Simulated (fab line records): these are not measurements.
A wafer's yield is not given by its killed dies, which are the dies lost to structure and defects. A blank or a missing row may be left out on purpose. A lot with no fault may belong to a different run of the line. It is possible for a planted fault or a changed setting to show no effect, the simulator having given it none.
Which of the tools did it? | flow berkeley cmos170 | 14 lots, 42 wafers sampled, at 4 steps of a route of 331

== WHAT THE GAUGES SHOWED, per wafer ==
UCB170_NWELL_OVL_MEAS_12. Usual: for NWELL_OVL the level is 0 nm and the standard deviation is 5.2.
lot  | measured    | on         | NWELL_OVL (nm) | flag
L666 | day 3 08:47 | overlay-01 | -11 -6 -8      |
L667 | day 3 09:03 | overlay-01 | 11 3 5         |
L668 | day 3 17:28 | overlay-02 | -3 -2 -1       |
L670 | day 4 04:51 | overlay-01 | 6 4 5          |
L674 | day 4 18:41 | overlay-02 | -11 -5 -1      |
L676 | day 5 08:46 | overlay-01 | -1 6 8         |
L677 | day 5 08:51 | overlay-02 | -2 0 0         |
L680 | day 5 19:22 | overlay-01 | 4 1 1          |
L678 | day 5 19:49 | overlay-01 | 15 12 15       |
L681 | day 6 05:59 | overlay-01 | 9 6 4          |
L683 | day 6 13:13 | overlay-02 | -3 -3 0        |
L684 | day 6 23:56 | overlay-01 | -3 -5 -1       |
L685 | day 7 00:13 | overlay-02 | -1 -2 -5       |
L686 | day 7 09:07 | overlay-02 | 1 -4 -6        |

UCB170_NSD_TW_MEAS_10. Usual: for NSD_TW the level is 4174 and the standard deviation is 40.
lot  | measured     | on            | NSD_TW         | flag
L666 | day 8 20:15  | film metro-02 | 4149 4152 4171 |
L667 | day 8 20:34  | film metro-01 | 4186 4199 4179 |
L668 | day 9 11:37  | film metro-04 | 4202 4176 4216 |
L670 | day 9 10:51  | film metro-01 | 4193 4217 4197 |
L674 | day 11 01:52 | film metro-01 | 4238 4229 4229 |
L676 | day 11 07:53 | film metro-02 | 4150 4180 4164 |
L677 | day 11 02:07 | film metro-01 | 4260 4236 4243 |
L680 | day 12 05:22 | film metro-02 | 4131 4134 4146 |
L678 | day 12 05:53 | film metro-02 | 4097 4136 4137 |
L681 | day 12 05:37 | film metro-01 | 4189 4204 4200 |
L683 | day 12 07:34 | film metro-04 | 4152 4185 4171 |
L684 | day 13 22:52 | film metro-02 | 4092 4088 4084 |
L685 | day 13 22:58 | film metro-01 | 4209 4200 4203 |
L686 | day 14 06:43 | film metro-04 | 4209 4192 4195 |

UCB170_V2_THK_MEAS_01. Usual: for V2_TEOS_THK the level is 1993 nm and the standard deviation is 27.
lot  | measured     | on            | V2_TEOS_THK (nm) | flag
L666 | day 9 12:54  | film metro-01 | 1997 2022 2021   |
L667 | day 9 16:52  | film metro-03 | 1988 2058 1993   |
L668 | day 10 06:44 | film metro-01 | 1964 2029 2015   |
L670 | day 10 06:58 | film metro-02 | 1969 1989 2043   |
L674 | day 11 19:28 | film metro-02 | 2006 2035 2008   |
L676 | day 12 06:58 | film metro-03 | 1965 1975 1996   |
L677 | day 11 19:43 | film metro-01 | 2020 2013 2011   |
L680 | day 13 12:59 | film metro-01 | 1959 1959 2005   |
L678 | day 13 19:14 | film metro-01 | 1968 1951 2017   |
L681 | day 13 18:43 | film metro-03 | 1997 1994 2028   |
L683 | day 13 19:52 | film metro-03 | 1966 1982 2007   |
L684 | day 14 17:26 | film metro-02 | 1994 1992 1982   |
L685 | day 14 18:11 | film metro-03 | 1971 2019 2013   |
L686 | day 15 06:41 | film metro-02 | 1981 2015 1990   |

== EACH LOT AND THE TOOL THAT RAN IT (in order: tool; ch and the chambers of the sampled wafers; start) ==
lot  | UCB170_PSD_EXPOSE_03
L666 | krf scanner-02 ch 0, day 8 17:21
L667 | krf scanner-01 ch 0, day 8 17:37
L668 | krf scanner-02 ch 0, day 9 08:53
L670 | krf scanner-01 ch 0, day 9 08:31
L674 | krf scanner-02, day 10 23:25
L676 | krf scanner-02, day 11 05:28
L677 | krf scanner-01 ch 0, day 10 23:38
L680 | krf scanner-01 ch 0, day 12 01:27
L678 | krf scanner-01 ch 0, day 12 02:03
L681 | krf scanner-02 ch 0, day 12 01:41
L683 | krf scanner-01 ch 0, day 12 04:16
L684 | krf scanner-02 ch 0, day 13 18:24
L685 | krf scanner-01 ch 0, day 13 18:47
L686 | krf scanner-02 ch 0, day 14 03:41
- UCB170_PSD_EXPOSE_03: exposes mask PSELECT MOD, target cd 1200 nm.

== AS READ BY THE TOOLS THEMSELVES (means over the sampled wafers that have a number; for cases with no such wafer, the mark the record gives instead) ==
UCB170_PSD_EXPOSE_03. Usual: exposure dose mJ cm2 30.00, standard deviation 0.03; focus offset nm 0.1 nm, standard deviation 0.48; stage vel mm s 500.02 mm/s, standard deviation 0.26.
lot  | tool           | exposure dose mJ cm2 | focus offset nm (nm) | stage vel mm s (mm/s) | flag
L666 | krf scanner-02 | 30.00                | 0.0                  | 499.79                |
L667 | krf scanner-01 | 30.03                | 0.3                  | 499.98                |
L668 | krf scanner-02 | 29.98                | -0.0                 | 499.96                |
L670 | krf scanner-01 | 29.97                | 0.0                  | 499.86                |
L674 | krf scanner-02 | -                    | -                    | -                     | OFF
L676 | krf scanner-02 | -                    | -                    | -                     | OFF
L677 | krf scanner-01 | 30.02                | 0.2                  | 500.21                |
L680 | krf scanner-01 | 30.05                | 0.1                  | 500.02                |
L678 | krf scanner-01 | 30.01                | 0.1                  | 500.06                |
L681 | krf scanner-02 | 29.96                | -0.7                 | 499.83                |
L683 | krf scanner-01 | 30.03                | 0.0                  | 499.77                |
L684 | krf scanner-02 | 30.02                | 0.2                  | 500.20                |
L685 | krf scanner-01 | 30.00                | 0.2                  | 500.28                |
L686 | krf scanner-02 | 29.98                | -0.2                 | 500.05                |

== THE ANSWER, worked out from the rows above alone ==
Rule: lot off if the mean of its wafers having a number is beyond 3 standard deviations from the usual mean. Also off: a lot with no number at a reading for which 4 or more lots have one. All remaining lots with rows at the step are treated as sound. First the gauges in route order, then the tools' own readings, where a lot's mean is used as printed above. At the first step where some lot is off, the reading lying furthest off is the one used; lots without a number count as furthest.
Off at UCB170_PSD_EXPOSE_03 (exposure dose mJ cm2): L674, L676. Without a number there: L674, L676.
A tool fits if, at that step or a process step before it, it ran every lot that is off, and no sound lot after the first of them. None of those tried fits.

== WHAT THE SIMULATOR HAD INSERTED ==
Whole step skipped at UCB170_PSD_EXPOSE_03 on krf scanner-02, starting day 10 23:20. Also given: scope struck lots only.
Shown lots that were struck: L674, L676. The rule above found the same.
